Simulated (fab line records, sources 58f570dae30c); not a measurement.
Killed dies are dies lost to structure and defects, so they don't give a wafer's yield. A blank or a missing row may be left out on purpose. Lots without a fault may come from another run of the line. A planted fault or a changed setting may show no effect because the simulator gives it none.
Split-lot experiment | flow berkeley_cmos170 | 5 lots, 27 wafers read, on a route of 331 steps

THE SPLIT
At UCB170_SILICIDE_SPUTTER_01 (material Ti, target thk 30 nm, time 25 s), the setting time_s was moved away from the recipe's 25 s on 12 of the 27 wafers read, by -27.4% to +47.1%. The other wafers ran this setting at the recipe's value.

FROM THE SPLIT TO THE READING: what the file shows between them, 1 step
- UCB170_SILICIDE_RS_MEAS_02: measures by four-point-probe

THE READING
SILICIDE_TI_THK, in nm, at UCB170_SILICIDE_THK_MEAS_03 (measures by xrf). Fault-free wafers of this fab line usually give 30.1 nm, standard deviation 0.32 nm.

wafer  | tool, chamber at the split | time_s as run, s | against the recipe | SILICIDE_TI_THK, nm | against lot-mates on the recipe
L076.1 | pvd_sputter-03, -          | 25               | recipe             | 29.7                | -
L076.2 | pvd_sputter-03, -          | 25               | recipe             | 29.8                | -
L076.3 | pvd_sputter-03, -          | 18.16            | -27.4%             | 21.8                | -8.0
L076.4 | pvd_sputter-03, -          | 18.16            | -27.4%             | 21.9                | -7.9
L076.5 | pvd_sputter-03, -          | 18.16            | -27.4%             | 21.6                | -8.2
L076.6 | pvd_sputter-03, -          | 25               | recipe             | 29.8                | -
L078.2 | pvd_sputter-02, -          | 25               | recipe             | 30.3                | -
L078.3 | pvd_sputter-02, -          | 25               | recipe             | 30.4                | -
L078.6 | pvd_sputter-02, -          | 25               | recipe             | 30.4                | -
L082.1 | pvd_sputter-03, -          | 25               | recipe             | 30.1                | -
L082.2 | pvd_sputter-03, -          | 36.77            | +47.1%             | 44.2                | +14.2
L082.3 | pvd_sputter-03, -          | 25               | recipe             | 30.0                | -
L082.4 | pvd_sputter-03, -          | 36.77            | +47.1%             | 44.3                | +14.3
L082.5 | pvd_sputter-03, -          | 25               | recipe             | 29.9                | -
L082.6 | pvd_sputter-03, -          | 36.77            | +47.1%             | 44.2                | +14.2
L084.1 | pvd_sputter-02, -          | 35.76            | +43.0%             | 42.8                | +13.0
L084.2 | pvd_sputter-02, -          | 25               | recipe             | 30.0                | -
L084.3 | pvd_sputter-02, -          | 25               | recipe             | 29.8                | -
L084.4 | pvd_sputter-02, -          | 35.76            | +43.0%             | 42.9                | +13.1
L084.5 | pvd_sputter-02, -          | 25               | recipe             | 29.7                | -
L084.6 | pvd_sputter-02, -          | 35.76            | +43.0%             | 42.7                | +12.9
L085.1 | pvd_sputter-03, -          | 25               | recipe             | 29.3                | -
L085.2 | pvd_sputter-03, -          | 29.94            | +19.8%             | 35.6                | +6.2
L085.3 | pvd_sputter-03, -          | 29.94            | +19.8%             | 35.5                | +6.1
L085.4 | pvd_sputter-03, -          | 25               | recipe             | 29.5                | -
L085.5 | pvd_sputter-03, -          | 25               | recipe             | 29.4                | -
L085.6 | pvd_sputter-03, -          | 29.94            | +19.8%             | 35.3                | +5.9

THE FIT
A straight line over all 27 wafers: SILICIDE_TI_THK changes by +0.3 nm for each +1% of time_s; r = +1.00; the points scatter about the line by 0.3 nm.
The same after taking each lot's own level away (the mean of its wafers on the recipe; 27 wafers): +0.3 nm for each +1%; r = +1.00; scatter 0.12 nm.
On that fit, the largest move of time_s shifts the reading by 14 nm.
The lots' own levels span 29.40 to 30.37 nm, that is 3.0 times the standard deviation above.
So the lot-to-lot level changes the slope little: the two slopes agree.
Check: with one of the wafers moved furthest among these (+47.1%) left out of the fit, the line predicts +14.2 nm for it against its lot-mates. It came out at +14.2 nm against them.

OTHER SPLITS ON THESE WAFERS
These wafers also went through other splits before the reading. Each is held against what the fit with the lots' levels taken away leaves over:
other split on the same wafers      | wafers away from the commonest value | r with SILICIDE_TI_THK (lot level and that fit taken away)
UCB170_START_OXIDATION_02 ox_time_s | 6                                    | +0.01

THE WHOLE CHAIN: every reading that the file lists as answering this split, in the file's order
step                        | what it does                             | reading                                                                           | change (the file's fit)                                                              | r (the file's)
UCB170_SILICIDE_SPUTTER_01  | material Ti, target thk 30 nm, time 25 s | Ti_of_SILICIDE_SPUTTER_01.thk_nm (the simulator's own value, which no gauge read) | +0.298 nm for each +1% of the setting                                                | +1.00
UCB170_SILICIDE_RS_MEAS_02  | measures by four-point-probe             | SILICIDE_TI_RS                                                                    | not straight: 38.7 at the lowest setting, 26.3 at the recipe, 16.7 at the highest    | not given
UCB170_SILICIDE_THK_MEAS_03 | measures by xrf                          | SILICIDE_TI_THK                                                                   | +0.301 for each +1% of the setting                                                   | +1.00
UCB170_M3_PROBE_99          |                                          | etest.nplus_sal.line_ohm_um (the simulator's own value, which no gauge read)      | not straight: 6.493 at the lowest setting, 5.087 at the recipe, 4.432 at the highest | not given

THE FILE'S OWN FIT
SILICIDE_TI_THK changes by +0.301 nm for each +1% of time_s, r = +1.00.
